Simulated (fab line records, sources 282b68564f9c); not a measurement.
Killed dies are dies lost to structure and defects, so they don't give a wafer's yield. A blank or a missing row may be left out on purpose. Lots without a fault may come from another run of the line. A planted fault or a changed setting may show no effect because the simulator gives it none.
fab line records | flow rit_cmos
record lots=7 wafers=21 last_day=6
route steps=202 shown GATE@83
lots that met no fault: from a run of the same line without faults
start_h: hours from the record's first day to the start of the lot's first wafer shown | wait_h: hours since the lot's step before | " the same as in the row above | L1.1+2: a row that stands for several wafers | - no value, or no start given | * or withheld: withheld | < > ~ a bound
route shown NAME@n: a module of which the file shows steps, and the number in the route of the first | usual: mean/standard deviation of fault-free wafers | same: alike in all rows | chamber/n: place in a boat | sites: the reading at each site | _std_site: their standard deviation | _edge_site: outer sites' mean less inner sites' | radius_mm: how far each site lies from the wafer's centre | mask NAME#n: copy n | behind: the tool/chamber that last shaped the wafer | hold: why the lot was held/for how many hours/how that ended | device: the transistor (n, p or np) that didn't switch | end of line: the same wafers' tests at the end of the route | a step without rows: its recipe alone | killed: dies lost to structure and defects at the first sort, not the wafer's yield | map: a wafer's dies, x killed, . not, _ none there
set.NAME: the setting as run; set.NAME@STEP: as run at that earlier step | model.NAME: the simulator's own value behind a step, which no gauge read
lots at some steps of the route; a table a step, a row a wafer
services: from which hour (start_h, from the record's first day; less than 0 if before it) a tool's chamber was out of use, for how many hours, and why
## steps
# step RIT_GATE_THK_MEAS_07
# recipe reads=SiO2_of_GATE_OXIDATION_05
# usual GATE_OXIDE_THK=3.03/0.055
# columns lot.wafer tool chamber start_h wait_h GATE_OXIDE_THK[nm]
L788.3 film_metro-01 - 44.02 0.0 2.98
L788.5 " - " " 2.89
L788.6 " - " " 3.00
L796.2 film_metro-01 - 84.66 0.0 3.08
L796.5 " - " " 3.11
L796.6 " - " " 2.97
L798.2 film_metro-04 - 93.97 0.0 3.11
L798.3 " - " " 3.08
L798.4 " - " " 3.10
L801.1 film_metro-03 - 109.93 0.0 2.93
L801.2 " - " " 2.97
L801.6 " - " " 2.95
L804.1 film_metro-03 - 126.20 0.0 2.98
L804.3 " - " " 3.01
L804.5 " - " " 3.03
L805.2 film_metro-03 - 130.21 0.0 3.03
L805.4 " - " " 3.12
L805.5 " - " " 3.04
L806.2 film_metro-01 - 140.50 0.0 3.02
L806.4 " - " " 3.07
L806.5 " - " " 2.99
# step RIT_GATE_CVD_08
# recipe material=poly-Si target_thk_nm=250 temp_c=610 precursor=SiH4 time_s=2220 pressure_mtorr=300 sih4_flow_sccm=100
# step RIT_GATE_THK_MEAS_09
# recipe reads=poly-Si_of_GATE_CVD_08
# usual GATE_POLY_THK=249.9/2
# columns lot.wafer tool chamber start_h wait_h GATE_POLY_THK[nm]
L788.3 film_metro-03 - 46.51 0.0 250.9
L788.5 " - " " 250.9
L788.6 " - " " 252.0
L796.2 film_metro-04 - 86.33 0.0 251.2
L796.5 " - " " 250.0
L796.6 " - " " 249.8
L798.2 film_metro-04 - 95.64 0.0 253.2
L798.3 " - " " 251.4
L798.4 " - " " 250.4
L801.1 film_metro-03 - 111.60 0.0 251.2
L801.2 " - " " 249.7
L801.6 " - " " 249.6
L804.1 film_metro-03 - 127.88 0.0 249.5
L804.3 " - " " 251.1
L804.5 " - " " 250.6
L805.2 film_metro-04 - 131.88 0.0 251.2
L805.4 " - " " 248.9
L805.5 " - " " 251.0
L806.2 film_metro-01 - 142.27 0.0 249.5
L806.4 " - " " 249.8
L806.5 " - " " 250.6
# step RIT_GATE_HMDS_10
# recipe prime_time_s=60 prime_temp_c=140
# step RIT_GATE_COAT_11
# recipe resist=NOVOLAK spin_rpm=4250 resist_thk_nm=850
# step RIT_GATE_SOFTBAKE_12
# recipe resist=NOVOLAK temp_c=90 time_s=60
# step RIT_GATE_EXPOSE_13
# recipe mask_id=M6 na=0.6 source_shape=conventional sigma_outer=0.6 target_cd_nm=150 dose_mj=380
# step RIT_GATE_PEB_14
# recipe resist=NOVOLAK temp_c=withheld time_s=withheld
# step RIT_GATE_DEVELOP_15
# recipe resist=NOVOLAK develop_time_s=50 dev_temp_c=23
# step RIT_GATE_CD_MEAS_16
# recipe target_cd_nm=150
# usual cd_nm=152.3/2.1
# columns lot.wafer tool chamber start_h wait_h cd_nm
L788.3 cd_sem-01 - 47.47 - 154.4
L788.5 " - " " 155.4
L788.6 " - " " 152.5
L796.2 cd_sem-01 - 87.38 - 150.1
L796.5 " - " " 152.7
L796.6 " - " " 152.2
L798.2 cd_sem-02 - 96.69 - 151.1
L798.3 " - " " 153.0
L798.4 " - " " 150.7
L801.1 cd_sem-02 - 112.64 - 156.0
L801.2 " - " " 157.2
L801.6 " - " " 153.4
L804.1 cd_sem-01 - 128.91 - 154.4
L804.3 " - " " 155.8
L804.5 " - " " 153.7
L805.2 cd_sem-01 - 132.80 - 154.5
L805.4 " - " " 154.1
L805.5 " - " " 156.0
L806.2 cd_sem-02 - 143.34 - 152.2
L806.4 " - " " 150.7
L806.5 " - " " 152.2
# step RIT_GATE_OVL_MEAS_17
# usual GATE_OVL=1.1/1.9
# columns lot.wafer tool chamber start_h wait_h GATE_OVL[nm]
L788.3 overlay-02 - 47.56 0.1 4.6
L788.5 " - " " 5.0
L788.6 " - " " 3.8
L796.2 overlay-01 - 87.48 0.1 1.3
L796.5 " - " " 1.3
L796.6 " - " " -2.0
L798.2 overlay-01 - 96.80 0.1 0.7
L798.3 " - " " -1.0
L798.4 " - " " -0.1
L801.1 overlay-02 - 112.76 0.1 0.4
L801.2 " - " " 2.0
L801.6 " - " " -0.2
L804.1 overlay-02 - 129.03 0.1 2.6
L804.3 " - " " 1.8
L804.5 " - " " -0.6
L805.2 overlay-01 - 132.91 0.1 3.5
L805.4 " - " " 2.6
L805.5 " - " " 3.2
L806.2 overlay-02 - 143.45 0.1 2.1
L806.4 " - " " 1.6
L806.5 " - " " 2.5
# step RIT_GATE_HARDBAKE_18
# recipe resist=NOVOLAK temp_c=140 time_s=60
# step RIT_GATE_ETCH_19
# recipe chemistry=SF6/CHF3/O2 time_s=165 SF6_flow_sccm=30 CHF3_flow_sccm=30 O2_flow_sccm=5 target=poly-Si pressure_mtorr=40 rf_w=160 target_depth_a=3125 over_etch_frac=0.25 stop_on=SiO2
# usual CHF3_flow_sccm=29.99/0.08 O2_flow_sccm=4.996/0.015 drypump_motor_current_A=5.5/0.41 oes_product_au=0.844/0.01 throttle_valve_pct=10.23/0.15
# columns lot.wafer tool chamber start_h wait_h CHF3_flow_sccm O2_flow_sccm drypump_motor_current_A oes_product_au rf_hours_counter_h throttle_valve_pct model.NOVOLAK_of_GATE_COAT_11.thk_nm model.SiO2_of_FOX2_OXIDATION_00.thk_nm
L788.3 rie_si-01 2 47.74 0.1 29.95 4.993 5.7 0.861 65 10.46 677.5 258
L788.5 " 3 " " 29.82 5.008 5.7 0.850 - 10.18 674.7 245.9
L788.6 " 0 " " 30.06 5.026 5.4 0.854 - 10.29 676.7 250.2
L796.2 rie_si-01 0 87.66 0.1 29.91 5.000 5.4 0.854 44 10.29 670.2 244.9
L796.5 " 3 " " 30.01 4.982 5.6 0.836 - 10.20 670.7 242.5
L796.6 " 0 " " 29.94 4.990 5.4 0.853 - 10.29 672.7 238.7
L798.2 rie_si-01 2 96.98 0.1 30.13 4.983 5.7 0.863 66 10.48 672 233.7
L798.3 " 0 " " 29.78 5.005 5.4 0.853 44 10.30 672.3 234.3
L798.4 " 1 " " 29.97 4.965 5.5 0.849 1 10.06 670.1 232
L801.1 rie_si-02 3 112.94 0.1 29.92 4.983 5.0 0.836 102 10.34 672.1 242.9
L801.2 " 2 " " 29.88 5.004 4.9 0.837 10 10.20 679.1 249.5
L801.6 " 1 " " 29.97 5.012 5.9 0.851 - 10.00 674.4 251.1
L804.1 rie_si-01 2 129.22 0.1 - - - - - - 757.1 259.3
L804.3 " 1 " " - - - - - - 754.1 255.7
L804.5 " 3 " " - - - - - - 754.5 256.5
L805.2 rie_si-02 1 133.09 0.1 - - - - - - 750.5 255
L805.4 " 2 " " - - - - - - 751.1 256
L805.5 " 3 " " - - - - - - 751.8 253
L806.2 rie_si-01 0 143.72 0.1 - - - - - - 754.6 256.1
L806.4 " 1 " " - - - - - - 755.4 255
L806.5 " 0 " " - - - - - - 754.9 264.5
# step RIT_GATE_STRIP_20
# recipe chemistry=O2 time_s=180 resist=NOVOLAK platen_temp_c=withheld power_w=500 pressure_mtorr=4000 o2_flow_sccm=4000
# usual drypump_motor_current_A=5.8/0.4
# columns lot.wafer tool chamber start_h wait_h drypump_motor_current_A rf_hours_counter_h
L788.3 plasma_asher-04 0 47.90 0.1 6.4 -
L788.5 " 1 " " 5.2 -
L788.6 " 0 " " 6.3 -
L796.2 plasma_asher-01 0 87.77 0.1 5.8 47
L796.5 " 1 " " 5.9 -
L796.6 " 0 " " 5.8 -
L798.2 plasma_asher-01 1 97.08 0.1 5.9 48
L798.3 " 0 " " 5.8 -
L798.4 " 1 " " 5.9 -
L801.1 plasma_asher-04 0 113.05 0.1 6.3 31
L801.2 " 1 " " 5.2 31
L801.6 " 0 " " 6.3 -
L804.1 plasma_asher-04 1 129.33 0.1 5.2 33
L804.3 " 1 " " 5.2 -
L804.5 " 0 " " 6.4 -
L805.2 plasma_asher-01 0 133.20 0.1 5.8 52
L805.4 " 1 " " 5.9 -
L805.5 " 0 " " 5.8 -
L806.2 plasma_asher-01 1 143.83 0.1 5.9 53
L806.4 " 0 " " 5.8 -
L806.5 " 1 " " 5.9 -
# step RIT_GATE_CD_MEAS_90
# recipe target_cd_nm=150
# usual cd_nm=152.3/2.1
# columns lot.wafer tool chamber start_h wait_h cd_nm
L788.3 cd_sem-02 - 48.06 0.1 154.6
L788.5 " - " " 155.9
L788.6 " - " " 152.0
L796.2 cd_sem-02 - 87.97 0.1 149.7
L796.5 " - " " 153.1
L796.6 " - " " 152.8
L798.2 cd_sem-02 - 97.28 0.1 151.1
L798.3 " - " " 152.4
L798.4 " - " " 151.0
L801.1 cd_sem-02 - 113.23 0.1 155.6
L801.2 " - " " 157.1
L801.6 " - " " 152.8
L804.1 cd_sem-02 - 129.50 0.1 -
L804.3 " - " " -
L804.5 " - " " -
L805.2 cd_sem-01 - 133.39 0.1 -
L805.4 " - " " -
L805.5 " - " " -
L806.2 cd_sem-02 - 144.03 0.1 -
L806.4 " - " " -
L806.5 " - " " -
## services
# columns tool chamber start_h hours kind
plasma_asher-01 - 27.67 0.6 repair
rie_si-02 - 63.42 0.7 repair
rie_si-01 3 64.73 - clean
rie_si-01 3 64.73 20.7 scheduled_down
rie_si-01 3 64.73 20.7 vent_cycle
rie_si-01 0 90.34 3.0 repair
## key
first_sign step=RIT_GATE_ETCH_19 reading=tool_record direction=missing
effect step=RIT_GATE_CD_MEAS_90 reading=cd_nm direction=missing
model_effect step=RIT_GATE_ETCH_19 value=NOVOLAK_of_GATE_COAT_11.thk_nm without=672.5 struck=753.8
met_at RIT_GATE_ETCH_19
struck_wafers L804.1,L804.3,L804.5,L805.2,L805.4,L805.5,L806.2,L806.4,L806.5
later_rows_left_out L804.1,L804.3,L804.5,L805.2,L805.4,L805.5,L806.2,L806.4,L806.5
sort_left_out L804.1,L804.3,L804.5,L805.2,L805.4,L805.5,L806.2,L806.4,L806.5
tester_left_out L804,L805,L806
onset_between 112.94 129.22
fault kind=skipped_step_whole tool=rie_si-01,rie_si-02 chamber=- onset_h=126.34 steps=RIT_GATE_ETCH_19 scope=struck_lots_only
# tester_left_out: of these lots the tester's yield and bins aren't shown, on N5 and GAA mostly nor the transistor test; their killed dies are dies lost to structure and defects alone, not to doping, threshold or leakage, so they don't give the yield
# sort_left_out: the simulated sort isn't trusted on such a fault, so these wafers' sort isn't shown, and their yield isn't known
# later_rows_left_out: the simulator's readings of these wafers behind a module that went badly wrong aren't trusted and aren't shown, but for the sort
